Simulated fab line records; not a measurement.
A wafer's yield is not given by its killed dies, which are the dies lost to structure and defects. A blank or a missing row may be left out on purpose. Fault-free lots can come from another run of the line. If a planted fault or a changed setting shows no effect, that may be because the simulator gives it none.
What tool caused it? / flow berkeley_cmos170 / 14 lots, 42 wafers sampled, at 2 steps of a route of 331

== WHAT THE GAUGES READ, wafer by wafer ==
UCB170_V2_THK_MEAS_01.
lot=L710; measured=day 7 19:33; on=film_metro-01; V2_TEOS_THK (nm)=1960 2046 2002
lot=L707; measured=day 7 19:41; on=film_metro-01; V2_TEOS_THK (nm)=1993 1959 2027
lot=L708; measured=day 7 23:15; on=film_metro-01; V2_TEOS_THK (nm)=2019 2036 2068
lot=L709; measured=day 7 23:30; on=film_metro-02; V2_TEOS_THK (nm)=2025 2024 2063
lot=L713; measured=day 9 06:03; on=film_metro-01; V2_TEOS_THK (nm)=1975 2003 2036
lot=L714; measured=day 9 10:04; on=film_metro-04; V2_TEOS_THK (nm)=2006 2025 1990
lot=L715; measured=day 9 14:23; on=film_metro-01; V2_TEOS_THK (nm)=1960 1993 1977
lot=L720; measured=day 10 13:58; on=film_metro-04; V2_TEOS_THK (nm)=1979 1951 1979
lot=L721; measured=day 10 14:41; on=film_metro-04; V2_TEOS_THK (nm)=2017 2018 2074
lot=L718; measured=day 10 15:31; on=film_metro-04; V2_TEOS_THK (nm)=2005 1979 2033
lot=L717; measured=day 10 15:37; on=film_metro-04; V2_TEOS_THK (nm)=2000 2055 1990
lot=L725; measured=day 11 03:57; on=film_metro-04; V2_TEOS_THK (nm)=2004 2051 2028
lot=L726; measured=day 11 04:14; on=film_metro-02; V2_TEOS_THK (nm)=3767 3823 3871
lot=L727; measured=day 11 21:04; on=film_metro-02; V2_TEOS_THK (nm)=3850 3825 3902

== WHICH TOOL RAN EACH LOT (tool, then ch and the chambers of the sampled wafers, then the start) ==
lot=L710; UCB170_V2_CVD_00=pecvd-01 ch 0,1,2, day 7 19:23
lot=L707; UCB170_V2_CVD_00=pecvd-02 ch 0,1, day 7 19:32
lot=L708; UCB170_V2_CVD_00=pecvd-04 ch 0,2, day 7 23:05
lot=L709; UCB170_V2_CVD_00=pecvd-01 ch 0,2, day 7 23:19
lot=L713; UCB170_V2_CVD_00=pecvd-02 ch 0,2, day 9 05:54
lot=L714; UCB170_V2_CVD_00=pecvd-02 ch 1,2, day 9 09:55
lot=L715; UCB170_V2_CVD_00=pecvd-01 ch 0,1, day 9 14:13
lot=L720; UCB170_V2_CVD_00=pecvd-02 ch 1,2, day 10 13:49
lot=L721; UCB170_V2_CVD_00=pecvd-04 ch 1,2, day 10 14:32
lot=L718; UCB170_V2_CVD_00=pecvd-02 ch 0,2, day 10 15:21
lot=L717; UCB170_V2_CVD_00=pecvd-04 ch 0,1,2, day 10 15:26
lot=L725; UCB170_V2_CVD_00=pecvd-04 ch 1,2, day 11 03:46
lot=L726; UCB170_V2_CVD_00=pecvd-02 ch 1,2, day 11 04:05
lot=L727; UCB170_V2_CVD_00=pecvd-02 ch 0,1, day 11 20:53
- UCB170_V2_CVD_00: deposits SiO2 from TEOS/O2, target thk 2000 nm, time 250 s.

== WHAT THE TOOLS THEMSELVES READ (means of the sampled wafers that have a number; where no wafer has one, the mark that the record gives instead) ==
UCB170_V2_CVD_00.
lot=L710; tool=pecvd-01; heater_power_w (W)=203; pressure_mtorr (mTorr)=8994
lot=L707; tool=pecvd-02; heater_power_w (W)=246; pressure_mtorr (mTorr)=8994
lot=L708; tool=pecvd-04; heater_power_w (W)=257; pressure_mtorr (mTorr)=9002
lot=L709; tool=pecvd-01; heater_power_w (W)=161; pressure_mtorr (mTorr)=9008
lot=L713; tool=pecvd-02; heater_power_w (W)=231; pressure_mtorr (mTorr)=8993
lot=L714; tool=pecvd-02; heater_power_w (W)=213; pressure_mtorr (mTorr)=9008
lot=L715; tool=pecvd-01; heater_power_w (W)=170; pressure_mtorr (mTorr)=9002
lot=L720; tool=pecvd-02; heater_power_w (W)=214; pressure_mtorr (mTorr)=8984
lot=L721; tool=pecvd-04; heater_power_w (W)=300; pressure_mtorr (mTorr)=8980
lot=L718; tool=pecvd-02; heater_power_w (W)=246; pressure_mtorr (mTorr)=9000
lot=L717; tool=pecvd-04; heater_power_w (W)=270; pressure_mtorr (mTorr)=9014
lot=L725; tool=pecvd-04; heater_power_w (W)=273; pressure_mtorr (mTorr)=9003
lot=L726; tool=pecvd-02; heater_power_w (W)=204; pressure_mtorr (mTorr)=9012
lot=L727; tool=pecvd-02; heater_power_w (W)=224; pressure_mtorr (mTorr)=8997

== THE ANSWER, worked out from the rows above alone ==
Rule: usual is defined by the lots themselves. The widest of any qualifying gaps counts: lots, ordered by their means at a reading, are off when they make up no more than a third of the lots, leave a main group of 4 or more, and stand apart from it by 3 or more times the standard deviation of that group's means. The tables above print the reading to a certain number of digits; a main group whose means all agree to those digits is not used. Also off: a lot with no number at a reading for which 4 or more lots have one. Where the step has rows for the other lots, those lots are counted as sound. The gauges are gone through in route order, then the tools' own readings, and for those a lot's mean is taken as printed above. The first step at which some lot is off is used, and at that step the reading that is off furthest; a lot without a number counts as furthest.
Off: L726, L727, seen at UCB170_V2_THK_MEAS_01 (V2_TEOS_THK). For the main group the mean is 2010 nm and the standard deviation 22.
A tool fits if, at a process step before that reading, it ran every lot that is off, and no sound lot after the first of them. The gauges at UCB170_V2_THK_MEAS_01 are tried like those tools. This does not decide it: 2 tools fit, namely pecvd-02 at UCB170_V2_CVD_00 and film_metro-02 at UCB170_V2_THK_MEAS_01.

== WHAT HAD BEEN PUT IN BY THE SIMULATOR ==
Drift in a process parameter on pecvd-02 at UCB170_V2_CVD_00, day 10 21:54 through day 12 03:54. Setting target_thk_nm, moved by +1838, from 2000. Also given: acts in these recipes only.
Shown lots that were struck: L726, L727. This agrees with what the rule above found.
